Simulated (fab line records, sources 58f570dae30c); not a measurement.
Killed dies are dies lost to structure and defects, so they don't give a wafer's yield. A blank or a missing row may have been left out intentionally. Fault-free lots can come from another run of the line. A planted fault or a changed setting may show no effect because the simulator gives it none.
Which tool did it? || flow berkeley_cmos170 || 7 lots, 21 wafers sampled, at 2 steps of a route of 331

== WHAT THE GAUGES READ, wafer by wafer ==
UCB170_PFIELD_OVL_MEAS_06.
{"lot": "L868", "measured": "day 5 06:50", "on": "overlay-02", "PFIELD_OVL (nm)": "-2 -1 -6"}
{"lot": "L873", "measured": "day 6 02:16", "on": "overlay-01", "PFIELD_OVL (nm)": "-1 -1 4"}
{"lot": "L877", "measured": "day 6 12:34", "on": "overlay-02", "PFIELD_OVL (nm)": "2 5 1"}
{"lot": "L878", "measured": "day 7 09:19", "on": "overlay-01", "PFIELD_OVL (nm)": "-2 1 0"}
{"lot": "L880", "measured": "day 7 10:14", "on": "overlay-01", "PFIELD_OVL (nm)": "-7 -12 -2"}
{"lot": "L886", "measured": "day 8 12:39", "on": "overlay-02", "PFIELD_OVL (nm)": "3 5 2"}
{"lot": "L888", "measured": "day 9 08:10", "on": "overlay-01", "PFIELD_OVL (nm)": "258 251 256 258 250 253"}

== EACH LOT AND THE TOOL THAT RAN IT (in order: tool; ch and the chambers of the sampled wafers; start) ==
{"lot": "L868", "UCB170_PFIELD_EXPOSE_03": "krf_scanner-01 ch 0, day 5 06:27"}
{"lot": "L873", "UCB170_PFIELD_EXPOSE_03": "krf_scanner-02 ch 0, day 6 01:52"}
{"lot": "L877", "UCB170_PFIELD_EXPOSE_03": "krf_scanner-01 ch 0, day 6 11:30"}
{"lot": "L878", "UCB170_PFIELD_EXPOSE_03": "krf_scanner-02 ch 0, day 7 08:48"}
{"lot": "L880", "UCB170_PFIELD_EXPOSE_03": "krf_scanner-02 ch 0, day 7 09:37"}
{"lot": "L886", "UCB170_PFIELD_EXPOSE_03": "krf_scanner-01 ch 0, day 8 12:16"}
{"lot": "L888", "UCB170_PFIELD_EXPOSE_03": "krf_scanner-01 ch 0, day 9 07:46"}
- UCB170_PFIELD_EXPOSE_03: exposes mask PFIELD, target cd 1500 nm.

== THE ANSWER, worked out from the rows above alone ==
Rule: the lots themselves supply what counts as usual. The widest of any qualifying gaps counts: lots, ordered by their means at a reading, are off when they make up no more than a third of the lots, leave a main group of 4 or more, and stand apart from it by 3 or more times the standard deviation of that group's means. A main group is skipped when, at the precision printed for the reading in the tables above, its means are all equal. A lot without any number at a reading at which 4 lots or more have one is off too. The other lots that the step has rows for count as sound.
Off: at UCB170_PFIELD_OVL_MEAS_06 (PFIELD_OVL), L888. Main group: mean -1 nm, sd 3.5.
If a tool, at a process step before that reading, ran all the lots that are off and no sound lot after the first of them, it fits. Those tools and the gauges at UCB170_PFIELD_OVL_MEAS_06 are tried in the same way. Can't be told from this: 2 tools fit, krf_scanner-01 at UCB170_PFIELD_EXPOSE_03, overlay-01 at UCB170_PFIELD_OVL_MEAS_06.

== WHAT THE SIMULATOR HAD PUT IN ==
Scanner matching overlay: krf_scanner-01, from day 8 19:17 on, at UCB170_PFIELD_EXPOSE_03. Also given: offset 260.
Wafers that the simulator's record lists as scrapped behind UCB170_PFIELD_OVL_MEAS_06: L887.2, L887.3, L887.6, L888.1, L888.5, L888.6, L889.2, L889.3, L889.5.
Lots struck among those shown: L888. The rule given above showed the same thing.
